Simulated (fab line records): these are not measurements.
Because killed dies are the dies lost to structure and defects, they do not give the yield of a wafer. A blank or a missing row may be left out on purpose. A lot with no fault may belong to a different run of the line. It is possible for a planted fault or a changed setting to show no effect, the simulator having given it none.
2 desks, one fault || flow berkeley cmos170 || numbers are kept per desk, each desk with only its own; the story behind them comes last

METROLOGY DESK
Means of the sampled wafers that have a number, per lot and without regard to the tool the lot ran on: this is what the gauges read. A lot is out of limits, marked OUT, if its mean lies more than 4 standard deviations from the usual mean; the brackets give that distance.
Columns: A = PVT_OVL at UCB170_PVT_OVL_MEAS_06, usual 5 nm; B = GATE_OXIDE_THK at UCB170_GATE_THK_MEAS_02, usual 6.57 nm; C = GATE_POLY_THK at UCB170_GATE_THK_MEAS_05, usual 215.4 nm; D = cd nm at UCB170_PLDD_CD_MEAS_06, usual 1200.1 nm
{"lot": "L107", "first seen here": "day 5 06:19", "A": 7, "B": 6.60, "C": 213.9, "D": 1201.6}
{"lot": "L110", "first seen here": "day 6 04:29", "A": 13, "B": 6.53, "C": 215.4, "D": 1198.6}
{"lot": "L109", "first seen here": "day 6 04:43", "A": -5, "B": 6.75, "C": 216.2, "D": 1201.7}
{"lot": "L112", "first seen here": "day 6 07:33", "A": 4, "B": 6.73, "C": 214.4, "D": 1200.4}
{"lot": "L111", "first seen here": "day 6 07:43", "A": 6, "B": 6.39, "C": 215.6, "D": 1198.2}
{"lot": "L114", "first seen here": "day 6 16:20", "A": 18, "B": 6.68, "C": 212.1, "D": 1197.6}
{"lot": "L115", "first seen here": "day 6 16:36", "A": 5, "B": 6.70, "C": 216.3, "D": 1200.8}
{"lot": "L116", "first seen here": "day 7 10:04", "A": 12, "B": 6.53, "C": 217.1, "D": 1199.3}
{"lot": "L117", "first seen here": "day 7 10:19", "A": -7, "B": 6.56, "C": 214.5, "D": 1197.6}
{"lot": "L118", "first seen here": "day 7 14:10", "A": 8, "B": 6.71, "C": "224.1 (+4.1) OUT", "D": 1200.3}
{"lot": "L119", "first seen here": "day 7 14:27", "A": 0, "B": 6.69, "C": "225.4 (+4.7) OUT", "D": 1199.6}
{"lot": "L128", "first seen here": "day 9 20:42", "A": -1, "B": 6.47, "C": 215.9, "D": 1199.1}
{"lot": "L129", "first seen here": "day 10 02:45", "A": 12, "B": 6.53, "C": 217.6, "D": 1200.0}
{"lot": "L130", "first seen here": "day 10 03:23", "A": 6, "B": 6.54, "C": 216.6, "D": 1199.4}
This desk reports L118, L119 out of limits; the earliest was L118 at day 8 01:10 (GATE_POLY_THK at UCB170_GATE_THK_MEAS_05). In limits: L107, L110, L109, L112, L111, L114, L115, L116, L117, L128, L129, L130.

AT THE TOOL OWNER'S DESK: lpcvd-02
The tool's own readings at UCB170_GATE_CVD_04 (deposits poly-Si from SiH4, time 1440 s, target thk 214 nm): means of the sampled wafers that have a number, for each lot that ran on this tool. A lot is out of limits, marked OUT, if its mean lies more than 4 standard deviations from the usual mean; the brackets give that distance.
Columns: A = zone power centre pct at UCB170_GATE_CVD_04, usual 26.2 %
{"lot": "L107", "first seen here": "day 5 12:26", "A": 26.1}
{"lot": "L114", "first seen here": "day 6 23:49", "A": 26.6}
{"lot": "L115", "first seen here": "day 6 23:49", "A": 22.6}
{"lot": "L116", "first seen here": "day 7 15:35", "A": 26.7}
{"lot": "L117", "first seen here": "day 7 15:35", "A": 22.7}
{"lot": "L118", "first seen here": "day 7 23:45", "A": 26.5}
{"lot": "L119", "first seen here": "day 7 23:45", "A": 26.5}
Finding of this desk: none of the 7 lots has anything out of limits.

ALL TOGETHER
L118, L119 would have let the metrology desk raise an alarm at day 8 01:10.
The tool owner's desk saw nothing out of limits.
The tool owner's desk has L118, L119 on record, within its limits.
Of the lots named, all ran UCB170_GATE_CVD_04 on lpcvd-02.

WHAT THE SIMULATOR HAD PUT IN
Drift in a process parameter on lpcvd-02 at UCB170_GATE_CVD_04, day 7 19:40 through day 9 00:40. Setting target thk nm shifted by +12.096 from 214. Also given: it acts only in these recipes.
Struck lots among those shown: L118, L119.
Delay in hours, fault start to first out-of-limits reading, per desk: metrology desk 5.
